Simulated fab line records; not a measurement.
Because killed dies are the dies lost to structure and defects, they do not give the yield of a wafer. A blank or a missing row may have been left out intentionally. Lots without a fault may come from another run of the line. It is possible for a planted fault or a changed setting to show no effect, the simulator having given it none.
The same fault as seen by 2 desks + flow berkeley cmos170 + numbers are kept per desk, each desk with only its own; the story behind them comes last

FOR THE TOOL OWNER'S DESK: plasma asher-04
The tool's own readings at UCB170_V2_STRIP_15 (strips in O2): means of the sampled wafers that have a number, for each lot that ran on this tool. Any lot whose mean is over 4 standard deviations away from the usual mean is out of limits and marked OUT; that distance is given in the brackets.
Columns: A = chamber pressure mTorr at UCB170_V2_STRIP_15, usual 3500 mTorr; B = drypump motor current A at UCB170_V2_STRIP_15, usual 5.8 A; C = oes product au at UCB170_V2_STRIP_15, usual 0.722 a.u.; D = strip time to endpoint s at UCB170_V2_STRIP_15, usual 15.43 s
| lot  | first seen here | A    | B   | C     | D     |
|------|-----------------|------|-----|-------|-------|
| L130 | day 9 17:27     | 3497 | 5.8 | 0.721 | 15.59 |
| L131 | day 10 10:07    | 3498 | 5.8 | 0.726 | 15.40 |
| L133 | day 11 04:23    | 3498 | 5.8 | 0.720 | 15.46 |
This desk's verdict: no lot among the 3 shows anything out of limits.

THE METROLOGY DESK
Lot by lot, what the gauges showed, no matter which tool ran the lot: averages of those sampled wafers that carry a number. Any lot whose mean is over 4 standard deviations away from the usual mean is out of limits and marked OUT; that distance is given in the brackets. It has 11 readings; the 7 that lie furthest out on some lot are the ones shown.
Columns: A = cd nm at UCB170_V2_CD_MEAS_12, usual 700.1 nm; B = V2_OVL at UCB170_V2_OVL_MEAS_13, usual -3 nm; C = cd nm at UCB170_V2_CD_MEAS_90, usual 699.5 nm; D = M3_AL_RS at UCB170_M3_RS_MEAS_02, usual 0.0320 ohm/sq; E = M3_AL_THK at UCB170_M3_THK_MEAS_03, usual 891 nm; F = cd nm at UCB170_M3_CD_MEAS_15, usual 699.7 nm; G = M3_OVL at UCB170_M3_OVL_MEAS_16, usual -1 nm
| lot  | first seen here | A     | B  | C     | D      | E   | F     | G   |
|------|-----------------|-------|----|-------|--------|-----|-------|-----|
| L130 | day 9 15:46     | 700.9 | -5 | 700.0 | 0.0322 | 877 | 701.0 | -8  |
| L131 | day 10 08:29    | 698.8 | 0  | 698.5 | 0.0320 | 885 | 699.6 | 4   |
| L133 | day 11 00:59    | 699.3 | -3 | 698.8 | 0.0321 | 882 | 701.5 | -11 |
| L135 | day 11 05:51    | 698.2 | 4  | 697.8 | 0.0322 | 893 | 700.3 | 3   |
| L143 | day 12 16:15    | 699.7 | -5 | 698.9 | 0.0324 | 872 | 700.5 | 10  |
| L149 | day 13 06:40    | 698.2 | 1  | 697.0 | 0.0322 | 877 | 698.5 | 7   |
This desk's verdict: no lot among the 6 shows anything out of limits.

ALL TOGETHER
The tool owner's desk saw nothing out of limits.
Metrology desk: nothing out of limits seen.

WHAT THE SIMULATOR HAD INSERTED
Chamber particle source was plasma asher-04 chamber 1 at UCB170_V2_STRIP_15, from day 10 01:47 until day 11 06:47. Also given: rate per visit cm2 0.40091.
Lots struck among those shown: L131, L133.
